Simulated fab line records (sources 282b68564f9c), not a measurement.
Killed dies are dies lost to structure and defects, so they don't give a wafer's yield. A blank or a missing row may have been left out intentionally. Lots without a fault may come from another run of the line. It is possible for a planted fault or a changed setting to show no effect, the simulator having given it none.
Which tool was responsible? | flow rit-cmos | 15 lots with 45 wafers sampled at 5 steps, on a route of 202 steps

== WHAT THE GAUGES READ, wafer by wafer ==
RIT_ACTIVE_BOW_MEAS_00. Usual: INCOMING_BOW 1 um, standard deviation 6.9.
lot  | measured    | on            | INCOMING_BOW (um) | flag
L460 | day 1 10:01 | film-metro-02 | 3 -7 -5           |
L461 | day 1 15:00 | film-metro-03 | -14 2 13          |
L462 | day 1 20:00 | film-metro-04 | -4 -2 9           |
L463 | day 2 01:01 | film-metro-03 | 6 7 5             |
L464 | day 2 06:04 | film-metro-03 | -6 -3 -3          |
L465 | day 2 11:00 | film-metro-04 | 10 8 -7           |
L466 | day 2 16:04 | film-metro-02 | 7 3 1             |
L469 | day 3 07:01 | film-metro-03 | 3 9 15            |
L471 | day 3 17:00 | film-metro-04 | 11 5 -2           |
L473 | day 4 03:00 | film-metro-03 | 13 -12 -1         |
L475 | day 4 13:00 | film-metro-02 | -3 0 11           |
L476 | day 4 18:00 | film-metro-02 | -9 -9 4           |
L477 | day 4 23:01 | film-metro-04 | 3 1 -6            |
L478 | day 5 04:00 | film-metro-04 | 1 5 0             |
L479 | day 5 09:01 | film-metro-02 | 4 -13 5           |

RIT_NWELL_TW_MEAS_10. Usual: NWELL_TW 2137, standard deviation 9.7.
lot  | measured    | on            | NWELL_TW       | flag
L460 | day 1 21:55 | film-metro-02 | 2145 2144 2140 |
L461 | day 2 03:03 | film-metro-01 | 2146 2144 2142 |
L462 | day 2 09:10 | film-metro-01 | 2143 2150 2145 |
L463 | day 2 14:38 | film-metro-03 | 2141 2130 2135 |
L464 | day 2 18:37 | film-metro-03 | 2131 2132 2136 |
L465 | day 3 00:00 | film-metro-03 | 2118 2112 2128 |
L466 | day 3 04:01 | film-metro-01 | 2145 2124 2136 |
L469 | day 3 18:35 | film-metro-01 | 2317 2325 2315 | OFF
L471 | day 4 05:41 | film-metro-01 | 2135 2130 2153 |
L473 | day 4 15:26 | film-metro-02 | 2325 2351 2336 | OFF
L475 | day 5 00:08 | film-metro-01 | 2310 2332 2326 | OFF
L476 | day 5 07:04 | film-metro-03 | 2126 2121 2137 |
L477 | day 5 12:50 | film-metro-02 | 2144 2144 2141 |
L478 | day 5 17:32 | film-metro-01 | 2130 2128 2146 |
L479 | day 6 00:26 | film-metro-01 | 2137 2132 2133 |

RIT_WELLDRIVE_RS_MEAS_01: the measuring method here is four-point-probe. Usual: NWELL_RS 275.3 ohm/sq, standard deviation 0.91.
lot  | measured    | on            | NWELL_RS (ohm/sq) | flag
L460 | day 2 04:37 | film-metro-01 | 275.7 274.7 275.5 |
L461 | day 2 09:45 | film-metro-03 | 275.6 275.3 275.8 |
L462 | day 2 17:39 | film-metro-03 | 273.6 274.5 275.3 |
L463 | day 2 22:46 | film-metro-01 | 275.3 275.7 276.1 |
L464 | day 3 02:28 | film-metro-03 | 274.8 275.8 276.0 |
L465 | day 3 06:41 | film-metro-01 | 275.1 276.7 275.2 |
L466 | day 3 10:52 | film-metro-02 | 275.0 273.9 274.0 |
L469 | day 4 01:30 | film-metro-01 | 234.7 234.7 234.6 | OFF
L471 | day 4 12:23 | film-metro-03 | 276.7 276.3 275.5 |
L473 | day 4 22:10 | film-metro-03 | 235.8 235.3 236.1 | OFF
L475 | day 5 08:01 | film-metro-01 | 235.0 235.3 235.8 | OFF
L476 | day 5 13:53 | film-metro-03 | 276.5 276.2 275.4 |
L477 | day 5 19:40 | film-metro-01 | 273.9 274.1 274.4 |
L478 | day 6 00:23 | film-metro-02 | 274.9 274.8 275.3 |
L479 | day 6 07:16 | film-metro-01 | 276.3 275.4 275.7 |

RIT_REOX_THK_MEAS_04. Usual: REOX_OXIDE_THK 25.2 nm, standard deviation 0.43.
lot  | measured    | on            | REOX_OXIDE_THK (nm) | flag
L460 | day 2 18:32 | film-metro-02 | 24.8 25.0 24.5      |
L461 | day 2 22:23 | film-metro-02 | 24.8 25.5 25.3      |
L462 | day 3 09:14 | film-metro-03 | 25.2 24.9 24.8      |
L463 | day 3 13:07 | film-metro-02 | 25.1 25.2 25.5      |
L464 | day 3 17:49 | film-metro-03 | 24.5 24.6 24.7      |
L465 | day 3 20:07 | film-metro-01 | 25.2 24.7 24.8      |
L466 | day 4 00:19 | film-metro-02 | 24.8 25.0 25.1      |
L469 | day 4 16:46 | film-metro-01 | 24.8 24.9 25.4      |
L471 | day 5 02:56 | film-metro-02 | 25.4 25.6 24.8      |
L473 | day 5 13:36 | film-metro-02 | 25.2 25.6 25.7      |
L475 | day 5 20:34 | film-metro-02 | 25.4 25.4 25.3      |
L476 | day 6 02:14 | film-metro-02 | 25.3 25.2 24.9      |
L477 | day 6 08:01 | film-metro-03 | 25.5 25.4 25.2      |
L478 | day 6 15:01 | film-metro-02 | 24.7 24.4 24.9      |
L479 | day 6 19:54 | film-metro-01 | 25.3 25.4 25.5      |

== WHICH TOOL RAN EACH LOT (tool, then ch and the chambers of the sampled wafers, then the start) ==
lot  | RIT_NWELL_IMPLANT_08
L460 | implanter-01 ch 0, day 1 21:37
L461 | implanter-03 ch 0, day 2 02:44
L462 | implanter-03 ch 0, day 2 08:51
L463 | implanter-02 ch 0, day 2 14:20
L464 | implanter-02 ch 0, day 2 18:20
L465 | implanter-01 ch 0, day 2 23:40
L466 | implanter-03 ch 0, day 3 03:44
L469 | implanter-02 ch 0, day 3 18:16
L471 | implanter-03 ch 0, day 4 05:22
L473 | implanter-02 ch 0, day 4 15:07
L475 | implanter-02 ch 0, day 4 23:49
L476 | implanter-03 ch 0, day 5 06:44
L477 | implanter-03 ch 0, day 5 12:31
L478 | implanter-03 ch 0, day 5 17:13
L479 | implanter-01 ch 0, day 6 00:08
- RIT_NWELL_IMPLANT_08

== WHAT THE TOOLS THEMSELVES READ (means of the sampled wafers that have a number; where no wafer has one, the mark that the record gives instead) ==
RIT_NWELL_IMPLANT_08. Usual: dose-ions-cm2 5.001e+13, standard deviation 5.6e+10; faraday-current-uA 158, standard deviation 3.2; tilt-deg 6.999 degrees, standard deviation 0.022.
lot  | tool         | dose-ions-cm2 | faraday-current-uA | tilt-deg (degrees) | flag
L460 | implanter-01 | 4.996e+13     | 158                | 6.993              |
L461 | implanter-03 | 4.999e+13     | 157                | 6.974              |
L462 | implanter-03 | 5.000e+13     | 157                | 6.985              |
L463 | implanter-02 | 4.998e+13     | 159                | 6.993              |
L464 | implanter-02 | 5.007e+13     | 160                | 6.991              |
L465 | implanter-01 | 4.994e+13     | 155                | 6.989              |
L466 | implanter-03 | 5.007e+13     | 156                | 7.013              |
L469 | implanter-02 | 6.506e+13     | 204                | 7.004              | OFF
L471 | implanter-03 | 5.003e+13     | 157                | 7.000              |
L473 | implanter-02 | 6.498e+13     | 205                | 6.984              | OFF
L475 | implanter-02 | 6.501e+13     | 205                | 6.989              | OFF
L476 | implanter-03 | 5.002e+13     | 160                | 7.009              |
L477 | implanter-03 | 5.005e+13     | 158                | 7.036              |
L478 | implanter-03 | 4.996e+13     | 156                | 7.017              |
L479 | implanter-01 | 5.001e+13     | 154                | 7.005              |

== THE ANSWER, worked out from the rows above alone ==
Rule: a lot counts as off when the mean over its wafers that have a number is more than 3 standard deviations away from the usual mean. A lot without any number at a reading at which 4 lots or more have one is off too. The other lots that the step has rows for count as sound. After the gauges, taken in route order, come the tools' own readings; for these a lot's mean is taken, as printed above. The first step at which some lot is off is used, and at that step the reading that is off furthest; a lot without a number counts as furthest.
Off: L469, L473, L475, at RIT_NWELL_TW_MEAS_10 (NWELL_TW).
If a tool, at a process step before that reading, ran all the lots that are off and no sound lot after the first of them, it fits. Not tried: the gauges at RIT_NWELL_TW_MEAS_10; whatever is off there is also off at RIT_NWELL_IMPLANT_08, on other tools, and gauge error can't account for it. One fits: RIT_NWELL_IMPLANT_08 on implanter-02. A fault onset in the window from L464 (day 2 18:20, its last sound lot) to L469 (day 3 18:16, its first lot off) fits.
The tool's own readings at RIT_NWELL_IMPLANT_08 bear it out: on the lots that are off they differ by more than 5 times the standard deviation of the sound lots' means. dose-ions-cm2 reads 6.502e+13 there against 5.001e+13 on the sound lots; faraday-current-uA reads 205 there against 157 on the sound lots.

== WHAT THE SIMULATOR HAD INSERTED ==
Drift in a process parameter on implanter-02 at RIT_NWELL_IMPLANT_08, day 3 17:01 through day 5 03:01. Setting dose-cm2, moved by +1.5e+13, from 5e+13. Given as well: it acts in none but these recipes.
Lots struck among those shown: L469, L473, L475. The rule above reached the same finding.
